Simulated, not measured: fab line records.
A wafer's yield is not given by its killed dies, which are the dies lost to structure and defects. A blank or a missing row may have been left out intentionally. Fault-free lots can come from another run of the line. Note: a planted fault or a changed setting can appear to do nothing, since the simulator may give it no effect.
fab line records	flow ritCmos
[record] lots = 13	wafers = 39	lastDay = 8
route steps=202 shown PWELL@52 GATE@83 PLDD@159 M1@193
lots untouched by any fault: they come from a run of this same line in which no faults occurred
startH: hours from the record's first day to the start of the lot's first wafer shown	waitH: time in hours since the lot's previous step	" same as the row above	L1.1+2: one row covering several wafers at once	- value missing, or start not given	* or withheld: withheld	< > ~ a bound
route shown NAME@n: NAME is a module with steps in the file, n the number in the route of the first one	usual: mean/standard deviation taken from wafers without a fault	same: alike in all rows	chamber/n: place in a boat	sites: each site's reading	_std_site: the values' standard deviation	_edge_site: mean of outer sites minus mean of inner sites	radiusMm: for every site, how far away it sits from the centre of the wafer	mask NAME#n: copy n	behind: tool/chamber where the wafer was last shaped	hold: why the lot went on hold/how many hours it stayed there/how the hold came to an end	device: the transistor (n, p or np) that didn't switch	end of line: the same wafers' tests at the end of the route	a step without rows: its recipe alone	killed: dies that structure and defects cost at the first sort, which is not the same as the wafer's yield	map: a wafer's dies, marking killed ones x, the rest . and places with no die _
set.NAME: the setting the step ran with; set.NAME@STEP: the setting that earlier step ran with	model.NAME: the simulator's own value behind a step, which no gauge read
a sample of lots followed through the steps of the route, with each step as a table and each wafer as a row
[[steps]]
[step RIT_WELLDRIVE_RS_MEAS_02]
[recipe] thkMeasGauge = four-point-probe
[usual] PWELL_RS = 428.9/1.2
lot.wafer	tool	chamber	startH	waitH	PWELL_RS[ohm/sq]
L920.1	filmMetro-02	-	30.25	0.1	430.5
L920.5	"	-	"	"	430.9
L920.6	"	-	"	"	431.6
L921.1	filmMetro-04	-	33.57	0.1	428.6
L921.3	"	-	"	"	428.8
L921.5	"	-	"	"	427.5
L922.2	filmMetro-03	-	40.70	0.1	427.3
L922.3	"	-	"	"	425.7
L922.6	"	-	"	"	426.7
L923.4	filmMetro-04	-	45.82	0.1	427.5
L923.5	"	-	"	"	428.8
L923.6	"	-	"	"	429.3
L924.2	filmMetro-04	-	51.18	0.1	428.9
L924.5	"	-	"	"	428.5
L924.6	"	-	"	"	427.2
L925.2	filmMetro-03	-	56.47	0.1	427.7
L925.4	"	-	"	"	430.8
L925.6	"	-	"	"	427.9
L926.3	filmMetro-03	-	60.52	0.1	429.1
L926.4	"	-	"	"	429.9
L926.6	"	-	"	"	429.3
L927.1	filmMetro-03	-	65.69	0.1	428.4
L927.2	"	-	"	"	428.8
L927.3	"	-	"	"	428.1
L936.2	filmMetro-03	-	113.56	0.1	430.3
L936.5	"	-	"	"	430.0
L936.6	"	-	"	"	430.1
L937.2	filmMetro-04	-	122.76	0.1	429.0
L937.3	"	-	"	"	427.1
L937.5	"	-	"	"	428.2
L938.2	filmMetro-03	-	124.03	0.1	428.5
L938.4	"	-	"	"	428.2
L938.6	"	-	"	"	427.7
L941.1	filmMetro-03	-	144.98	0.1	429.0
L941.3	"	-	"	"	430.2
L941.4	"	-	"	"	430.3
L942.1	filmMetro-04	-	158.29	0.1	429.0
L942.3	"	-	"	"	428.1
L942.4	"	-	"	"	430.6
[step RIT_GATE_THK_MEAS_07]
[recipe] reads = SiO2_of_GATE_OXIDATION_05
[usual] GATE_OXIDE_THK = 3.04/0.062
lot.wafer	tool	chamber	startH	waitH	hold	GATE_OXIDE_THK[nm]
L920.1	filmMetro-04	-	35.47	0.0	-	3.10
L920.5	"	-	"	"	-	3.20
L920.6	"	-	"	"	-	3.09
L921.1	filmMetro-01	-	39.61	0.0	-	2.99
L921.3	"	-	"	"	-	3.04
L921.5	"	-	"	"	-	3.00
L922.2	filmMetro-02	-	49.15	0.0	-	3.11
L922.3	"	-	"	"	-	3.08
L922.6	"	-	"	"	-	3.12
L923.4	filmMetro-01	-	51.05	0.0	-	2.95
L923.5	"	-	"	"	-	2.93
L923.6	"	-	"	"	-	3.01
L924.2	filmMetro-04	-	61.28	0.0	-	3.02
L924.5	"	-	"	"	-	3.06
L924.6	"	-	"	"	-	2.97
L925.2	filmMetro-04	-	64.78	0.0	-	2.96
L925.4	"	-	"	"	-	2.92
L925.6	"	-	"	"	-	2.96
L926.3	filmMetro-04	-	67.77	0.0	-	3.17
L926.4	"	-	"	"	-	3.02
L926.6	"	-	"	"	-	3.10
L927.1	filmMetro-01	-	74.40	0.0	-	3.03
L927.2	"	-	"	"	-	3.04
L927.3	"	-	"	"	-	3.05
L936.2	filmMetro-02	-	122.88	0.0	awaitDispo/0.2h/release	5.57
L936.5	"	-	"	"	awaitDispo/0.2h/release	5.52
L936.6	"	-	"	"	awaitDispo/0.2h/release	5.49
L936.2	filmMetro-02	-	123.10	0.2	-	5.49
L936.5	"	-	"	"	-	5.53
L936.6	"	-	"	"	-	5.44
L937.2	filmMetro-02	-	136.99	0.0	awaitDispo/0.2h/release	5.54
L937.3	"	-	"	"	awaitDispo/0.2h/release	5.50
L937.5	"	-	"	"	awaitDispo/0.2h/release	5.58
L937.2	filmMetro-02	-	137.22	0.2	-	5.51
L937.3	"	-	"	"	-	5.51
L937.5	"	-	"	"	-	5.55
L938.2	filmMetro-02	-	137.05	0.1	awaitDispo/0.2h/release	5.49
L938.4	"	-	"	"	awaitDispo/0.2h/release	5.50
L938.6	"	-	"	"	awaitDispo/0.2h/release	5.45
L938.2	filmMetro-02	-	137.28	0.2	-	5.44
L938.4	"	-	"	"	-	5.44
L938.6	"	-	"	"	-	5.45
L941.1	filmMetro-04	-	153.12	0.0	-	2.97
L941.3	"	-	"	"	-	2.87
L941.4	"	-	"	"	-	2.97
L942.1	filmMetro-01	-	166.95	0.0	-	3.12
L942.3	"	-	"	"	-	3.11
L942.4	"	-	"	"	-	3.08
[step RIT_SDANNEAL_RS_MEAS_06]
[recipe] thkMeasGauge = four-point-probe
[usual] PLDD_RS = 178.6/0.54
lot.wafer	tool	chamber	startH	waitH	PLDD_RS[ohm/sq]
L920.1	filmMetro-01	-	51.51	0.1	178.5
L920.5	"	-	"	"	178.4
L920.6	"	-	"	"	178.4
L921.1	filmMetro-02	-	56.32	0.1	178.3
L921.3	"	-	"	"	178.6
L921.5	"	-	"	"	178.4
L922.2	filmMetro-01	-	66.00	0.1	178.4
L922.3	"	-	"	"	178.9
L922.6	"	-	"	"	178.2
L923.4	filmMetro-01	-	72.13	0.1	178.5
L923.5	"	-	"	"	179.2
L923.6	"	-	"	"	179.2
L924.2	filmMetro-03	-	78.29	0.1	177.9
L924.5	"	-	"	"	178.1
L924.6	"	-	"	"	177.5
L925.2	filmMetro-03	-	81.29	0.1	178.6
L925.4	"	-	"	"	178.2
L925.6	"	-	"	"	178.4
L926.3	filmMetro-03	-	85.97	0.1	178.5
L926.4	"	-	"	"	178.1
L926.6	"	-	"	"	177.9
L927.1	filmMetro-03	-	91.08	0.1	179.9
L927.2	"	-	"	"	179.5
L927.3	"	-	"	"	179.3
L936.2	filmMetro-01	-	149.87	0.1	178.4
L936.5	"	-	"	"	179.0
L936.6	"	-	"	"	179.5
L938.2	filmMetro-02	-	157.97	0.1	178.7
L938.4	"	-	"	"	179.0
L938.6	"	-	"	"	179.4
L937.2	filmMetro-01	-	162.74	0.2	178.2
L937.3	"	-	"	"	178.1
L937.5	"	-	"	"	177.9
L941.1	filmMetro-03	-	174.53	0.1	177.5
L941.3	"	-	"	"	177.7
L941.4	"	-	"	"	178.0
L942.1	filmMetro-03	-	185.60	0.1	178.6
L942.3	"	-	"	"	178.2
L942.4	"	-	"	"	178.7
[step RIT_M1_CD_MEAS_09]
[recipe] targetCdNm = 2600
[usual] cdNm = 2599.5/1.9
lot.wafer	tool	chamber	startH	waitH	cdNm
L920.1	cdSem-02	-	56.00	-	2600.7
L920.5	"	-	"	"	2600.5
L920.6	"	-	"	"	2600.7
L921.1	cdSem-01	-	60.69	-	2604.9
L921.3	"	-	"	"	2602.9
L921.5	"	-	"	"	2603.5
L922.2	cdSem-01	-	70.64	-	2599.0
L922.3	"	-	"	"	2599.1
L922.6	"	-	"	"	2598.6
L923.4	cdSem-02	-	76.72	-	2600.1
L923.5	"	-	"	"	2599.7
L923.6	"	-	"	"	2599.3
L924.2	cdSem-02	-	82.75	-	2598.2
L924.5	"	-	"	"	2600.8
L924.6	"	-	"	"	2601.7
L925.2	cdSem-01	-	85.93	-	2600.5
L925.4	"	-	"	"	2599.2
L925.6	"	-	"	"	2599.9
L926.3	cdSem-02	-	90.83	-	2597.4
L926.4	"	-	"	"	2598.8
L926.6	"	-	"	"	2599.6
L927.1	cdSem-02	-	95.58	-	2601.3
L927.2	"	-	"	"	2598.6
L927.3	"	-	"	"	2600.3
L936.2	cdSem-02	-	154.75	-	2600.2
L936.5	"	-	"	"	2599.8
L936.6	"	-	"	"	2599.0
L938.2	cdSem-02	-	162.64	-	2595.2
L938.4	"	-	"	"	2596.5
L938.6	"	-	"	"	2597.4
L937.2	cdSem-01	-	168.09	-	2596.0
L937.3	"	-	"	"	2596.1
L937.5	"	-	"	"	2596.5
L941.1	cdSem-02	-	179.19	-	2597.1
L941.3	"	-	"	"	2596.0
L941.4	"	-	"	"	2598.1
L942.1	cdSem-01	-	190.45	-	2598.7
L942.3	"	-	"	"	2597.1
L942.4	"	-	"	"	2598.6
[step RIT_M1_PROBE_99]
[usual] killedAtContacts = 0.1/0.24	killedAtFrontEnd = 7/3.1	killedDies = 7/3.1	killedOpen = 3.3/1.9	killedShort = 3.9/2.1
[same] grossDies = 264	killed_at_M0_to_M3 = 0	killed_at_M4_up = 0	killedAtBackSide = 0	killedAtOther = 0
lot.wafer	tool	chamber	startH	waitH	killedAtContacts	killedAtFrontEnd	killedDies	killedOpen	killedShort
L936.2	prober-01	-	157.44	0.1	0	6	6	3	3
L936.5	prober-01	-	157.59	0.2	0	6	6	3	3
L936.6	prober-01	-	157.64	0.2	0	5	5	2	3
L938.2	prober-02	-	165.35	0.1	0	9	9	3	6
L938.4	prober-02	-	165.45	0.2	0	11	11	5	6
L938.6	prober-02	-	165.55	0.2	0	4	4	3	1
L937.2	prober-01	-	170.80	0.1	0	7	7	2	4
L937.3	prober-01	-	170.85	0.2	0	8	8	3	5
L937.5	prober-01	-	170.95	0.2	0	7	7	5	2
L941.1	prober-02	-	181.91	0.1	0	9	9	5	4
L941.3	prober-02	-	182.01	0.2	0	12	12	6	6
L941.4	prober-02	-	182.06	0.2	0	3	3	2	1
L942.1	prober-02	-	194.30	0.1	1	8	9	5	4
L942.3	prober-02	-	194.40	0.2	0	5	5	3	2
L942.4	prober-02	-	194.45	0.2	0	9	9	6	3
// killed by level:class
L936.2 REOX:geometricParticle:short=2 SILICIDE:geometricParticle:open=2 GATE:geometricParticle:open=1 SILICIDE:geometricParticle:short=1
L936.5 GATE:geometricParticle:open=2 FOX1:geometricParticle:short=1 FOX2:geometricParticle:open=1 GATE:geometricParticle:short=1 SPACER:geometricParticle:short=1
L936.6 FOX1:geometricParticle:short=1 GATE:geometricParticle:short=1 GATE:geometricParticle:open=1 REOX:geometricParticle:short=1 SPACER:geometricParticle:open=1
L938.2 REOX:geometricParticle:short=3 GATE:geometricParticle:short=2 FOX1:geometricParticle:short=1 GATE:geometricParticle:open=1 REOX:geometricParticle:open=1 SILICIDE:geometricParticle:open=1
L938.4 FOX1:geometricParticle:short=2 REOX:geometricParticle:short=2 FOX1:geometricParticle:open=1 FOX2:geometricParticle:short=1 FOX2:geometricParticle:open=1 GATE:geometricParticle:short=1 GATE:geometricParticle:open=1 REOX:geometricParticle:open=1
L938.6 FOX1:geometricParticle:open=1 FOX2:geometricParticle:open=1 GATE:geometricParticle:open=1 REOX:geometricParticle:short=1
L937.2 GATE:geometricParticle:open=2 SPACER:geometricParticle:short=2 FOX1:geometricParticle:short=1 REOX:geometricParticle:short=1 ACTIVE:coatMicrobubblePrinted=1
L937.3 FOX1:geometricParticle:short=3 FOX1:geometricParticle:open=1 GATE:geometricParticle:short=1 REOX:geometricParticle:open=1 SPACER:geometricParticle:short=1 SILICIDE:geometricParticle:open=1
L937.5 FOX1:geometricParticle:open=2 FOX1:geometricParticle:short=1 FOX2:geometricParticle:open=1 REOX:geometricParticle:open=1 REOX:geometricParticle:short=1 SPACER:geometricParticle:open=1
L941.1 FOX1:geometricParticle:open=2 REOX:geometricParticle:open=2 REOX:geometricParticle:short=2 FOX1:geometricParticle:short=1 SPACER:geometricParticle:short=1 SILICIDE:geometricParticle:open=1
L941.3 GATE:geometricParticle:short=4 GATE:geometricParticle:open=2 REOX:geometricParticle:short=2 FOX1:geometricParticle:open=1 FOX2:geometricParticle:open=1 REOX:geometricParticle:open=1 SILICIDE:geometricParticle:open=1
L941.4 FOX1:geometricParticle:open=1 GATE:geometricParticle:open=1 GATE:geometricParticle:short=1
L942.1 REOX:geometricParticle:short=3 REOX:geometricParticle:open=2 FOX1:geometricParticle:open=1 GATE:geometricParticle:open=1 SILICIDE:geometricParticle:open=1 CONTACT:geometricParticle:short=1
L942.3 SPACER:geometricParticle:open=2 GATE:geometricParticle:short=1 REOX:geometricParticle:short=1 SILICIDE:geometricParticle:open=1
L942.4 REOX:geometricParticle:open=2 SPACER:geometricParticle:short=2 SPACER:geometricParticle:open=2 FOX1:geometricParticle:open=1 FOX2:geometricParticle:open=1 REOX:geometricParticle:short=1
[[key]]
[firstSign] step = RIT_GATE_THK_MEAS_07	reading = visit	direction = added
[effect] step = RIT_GATE_THK_MEAS_07	reading = GATE_OXIDE_THK	direction = up	sigmas = 40	usual = 3.04	struck = 5.52
metAt RIT_GATE_THK_MEAS_07
struckLots L936,L937,L938
testerLeftOut L936,L937,L938
notActingAt RIT_WELLDRIVE_RS_MEAS_02,RIT_SDANNEAL_RS_MEAS_06,RIT_M1_CD_MEAS_09
onsetBetween 49.15 122.88
[fault] kind = metrologyMatchingOffset	tool = filmMetro-02	chamber = -	onsetH = 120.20	steps = RIT_GATE_THK_MEAS_07	param = thkNm	offset = 2.454
// testerLeftOut: of these lots the tester's yield and bins aren't shown, on N5 and GAA mostly nor the transistor test; their killed dies are dies lost to structure and defects alone, not to doping, threshold or leakage, so they don't give the yield
